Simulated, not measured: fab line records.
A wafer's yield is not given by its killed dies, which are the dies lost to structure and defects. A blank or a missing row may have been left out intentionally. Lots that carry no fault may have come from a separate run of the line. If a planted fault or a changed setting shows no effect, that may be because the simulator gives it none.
Lot-split experiment || flow berkeley cmos170 || 5 lots, 23 wafers read, on a route of 331 steps

## THE SPLIT
At UCB170_M1_COAT_04 (resist thk 900 nm), the setting spin rpm was moved away from the recipe's 1500 rpm on 8 of the 23 wafers read, by -5.9% to +3.4%. All remaining wafers had this setting at the recipe value.

## FROM THE SPLIT TO THE READING: what the file shows between them, 5 steps
- UCB170_M1_EXPOSE_06: exposes mask METAL1, target cd 700 nm (also split here: dose mj)
- UCB170_M1_PEB_07
- UCB170_M1_DEVELOP_08: develop time 45 s
- UCB170_M1_CD_MEAS_09: target cd 700 nm
- UCB170_M1_ETCH_11: etches BARC in N2/H2

## THE READING
KrF_of_M1_COAT_04.thk nm (the simulator's own value, which no gauge read), in nm, at UCB170_M1_METAL_ETCH_12 (etches Al in Cl2/BCl3, stops on PSG, target depth 780 nm, time 130 s). No usual value for it is given in the file. Average 437.6 nm, standard deviation 8.3 nm, over the 15 wafers here run with the recipe.

{"wafer": "L074.1", "tool, chamber at the split": "litho track-01, 0", "spin rpm as run, rpm": 1500, "against the recipe": "recipe", "KrF_of_M1_COAT_04.thk nm, nm": 431.9, "against lot-mates on the recipe": "-"}
{"wafer": "L074.2", "tool, chamber at the split": "litho track-01, 0", "spin rpm as run, rpm": 1500, "against the recipe": "recipe", "KrF_of_M1_COAT_04.thk nm, nm": 435.2, "against lot-mates on the recipe": "-"}
{"wafer": "L074.3", "tool, chamber at the split": "litho track-01, 0", "spin rpm as run, rpm": 1500, "against the recipe": "recipe", "KrF_of_M1_COAT_04.thk nm, nm": 435.3, "against lot-mates on the recipe": "-"}
{"wafer": "L074.4", "tool, chamber at the split": "litho track-01, 0", "spin rpm as run, rpm": 1500, "against the recipe": "recipe", "KrF_of_M1_COAT_04.thk nm, nm": 431.2, "against lot-mates on the recipe": "-"}
{"wafer": "L074.6", "tool, chamber at the split": "litho track-01, 0", "spin rpm as run, rpm": 1500, "against the recipe": "recipe", "KrF_of_M1_COAT_04.thk nm, nm": 436.4, "against lot-mates on the recipe": "-"}
{"wafer": "L078.1", "tool, chamber at the split": "litho track-02, 0", "spin rpm as run, rpm": 1500, "against the recipe": "recipe", "KrF_of_M1_COAT_04.thk nm, nm": 431.6, "against lot-mates on the recipe": "-"}
{"wafer": "L078.2", "tool, chamber at the split": "litho track-02, 0", "spin rpm as run, rpm": 1500, "against the recipe": "recipe", "KrF_of_M1_COAT_04.thk nm, nm": 423.6, "against lot-mates on the recipe": "-"}
{"wafer": "L078.3", "tool, chamber at the split": "litho track-02, 0", "spin rpm as run, rpm": 1500, "against the recipe": "recipe", "KrF_of_M1_COAT_04.thk nm, nm": 422.4, "against lot-mates on the recipe": "-"}
{"wafer": "L078.4", "tool, chamber at the split": "litho track-02, 0", "spin rpm as run, rpm": 1411, "against the recipe": "-5.9%", "KrF_of_M1_COAT_04.thk nm, nm": 462.5, "against lot-mates on the recipe": "+36.6"}
{"wafer": "L078.6", "tool, chamber at the split": "litho track-02, 0", "spin rpm as run, rpm": 1411, "against the recipe": "-5.9%", "KrF_of_M1_COAT_04.thk nm, nm": 465.6, "against lot-mates on the recipe": "+39.7"}
{"wafer": "L079.2", "tool, chamber at the split": "litho track-04, 0", "spin rpm as run, rpm": 1442, "against the recipe": "-3.9%", "KrF_of_M1_COAT_04.thk nm, nm": 452.3, "against lot-mates on the recipe": "+7.9"}
{"wafer": "L079.3", "tool, chamber at the split": "litho track-04, 0", "spin rpm as run, rpm": 1442, "against the recipe": "-3.9%", "KrF_of_M1_COAT_04.thk nm, nm": 452.6, "against lot-mates on the recipe": "+8.2"}
{"wafer": "L079.4", "tool, chamber at the split": "litho track-04, 0", "spin rpm as run, rpm": 1500, "against the recipe": "recipe", "KrF_of_M1_COAT_04.thk nm, nm": 445.2, "against lot-mates on the recipe": "-"}
{"wafer": "L079.5", "tool, chamber at the split": "litho track-04, 0", "spin rpm as run, rpm": 1500, "against the recipe": "recipe", "KrF_of_M1_COAT_04.thk nm, nm": 443.5, "against lot-mates on the recipe": "-"}
{"wafer": "L079.6", "tool, chamber at the split": "litho track-04, 0", "spin rpm as run, rpm": 1442, "against the recipe": "-3.9%", "KrF_of_M1_COAT_04.thk nm, nm": 451.6, "against lot-mates on the recipe": "+7.2"}
{"wafer": "L084.2", "tool, chamber at the split": "litho track-04, 0", "spin rpm as run, rpm": 1500, "against the recipe": "recipe", "KrF_of_M1_COAT_04.thk nm, nm": 441.6, "against lot-mates on the recipe": "-"}
{"wafer": "L084.4", "tool, chamber at the split": "litho track-04, 0", "spin rpm as run, rpm": 1500, "against the recipe": "recipe", "KrF_of_M1_COAT_04.thk nm, nm": 449.8, "against lot-mates on the recipe": "-"}
{"wafer": "L084.5", "tool, chamber at the split": "litho track-04, 0", "spin rpm as run, rpm": 1500, "against the recipe": "recipe", "KrF_of_M1_COAT_04.thk nm, nm": 449.8, "against lot-mates on the recipe": "-"}
{"wafer": "L083.1", "tool, chamber at the split": "litho track-04, 0", "spin rpm as run, rpm": 1551, "against the recipe": "+3.4%", "KrF_of_M1_COAT_04.thk nm, nm": 433.3, "against lot-mates on the recipe": -9.9}
{"wafer": "L083.3", "tool, chamber at the split": "litho track-04, 0", "spin rpm as run, rpm": 1551, "against the recipe": "+3.4%", "KrF_of_M1_COAT_04.thk nm, nm": 418.1, "against lot-mates on the recipe": -25.1}
{"wafer": "L083.4", "tool, chamber at the split": "litho track-04, 0", "spin rpm as run, rpm": 1500, "against the recipe": "recipe", "KrF_of_M1_COAT_04.thk nm, nm": 444.7, "against lot-mates on the recipe": "-"}
{"wafer": "L083.5", "tool, chamber at the split": "litho track-04, 0", "spin rpm as run, rpm": 1551, "against the recipe": "+3.4%", "KrF_of_M1_COAT_04.thk nm, nm": 411.2, "against lot-mates on the recipe": -32.1}
{"wafer": "L083.6", "tool, chamber at the split": "litho track-04, 0", "spin rpm as run, rpm": 1500, "against the recipe": "recipe", "KrF_of_M1_COAT_04.thk nm, nm": 441.8, "against lot-mates on the recipe": "-"}

FIT RESULTS
A straight line over all 23 wafers: KrF_of_M1_COAT_04.thk nm changes by -4.4 nm for each +1% of spin rpm; r = -0.82; the points scatter about the line by 7.9 nm.
The same after taking each lot's own level away (the mean of its wafers on the recipe; 23 wafers): -5.29 nm for each +1%; r = -0.90; scatter 6.7 nm.
That fit puts the effect of the largest move of spin rpm on the reading at 31 nm.
The span of the lots' own levels, 425.87 to 447.07 nm, comes to 2.6 times the standard deviation stated above.
In other words, the slope is changed by the lot-to-lot level; the two fits disagree.
Check: for one of the wafers moved furthest among these (-5.9%), held out of the fit, the line's prediction against its lot-mates is +27.5 nm. Against them it came out at +36.6 nm.

## OTHER SPLITS APPLIED TO THESE WAFERS
Note: prior to the reading, these wafers also went through further splits. Each is held against what the fit with the lots' levels taken away leaves over:
{"other split on the same wafers": "UCB170_M1_EXPOSE_06 dose mj", "wafers away from the commonest value": 6, "r with KrF_of_M1_COAT_04.thk nm (lot level and that fit taken away)": "+0.28"}

## THE WHOLE CHAIN: every reading that the file lists as answering this split, in the file's order
{"step": "UCB170_M1_COAT_04", "what it does": "resist thk 900 nm", "reading": "KrF_of_M1_COAT_04.thk nm (the simulator's own value, which no gauge read)", "change (the file's fit)": "-4.59 nm for each +1% of the setting", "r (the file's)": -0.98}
{"step": "UCB170_M1_METAL_ETCH_12", "what it does": "etches Al in Cl2/BCl3, stops on PSG, target depth 780 nm, time 130 s", "reading": "KrF_of_M1_COAT_04.thk nm (the simulator's own value, which no gauge read)", "change (the file's fit)": "-5.39 nm for each +1% of the setting", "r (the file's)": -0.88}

## FILE'S OWN FIT
KrF_of_M1_COAT_04.thk nm changes by -5.39 nm for each +1% of spin rpm, r = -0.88.
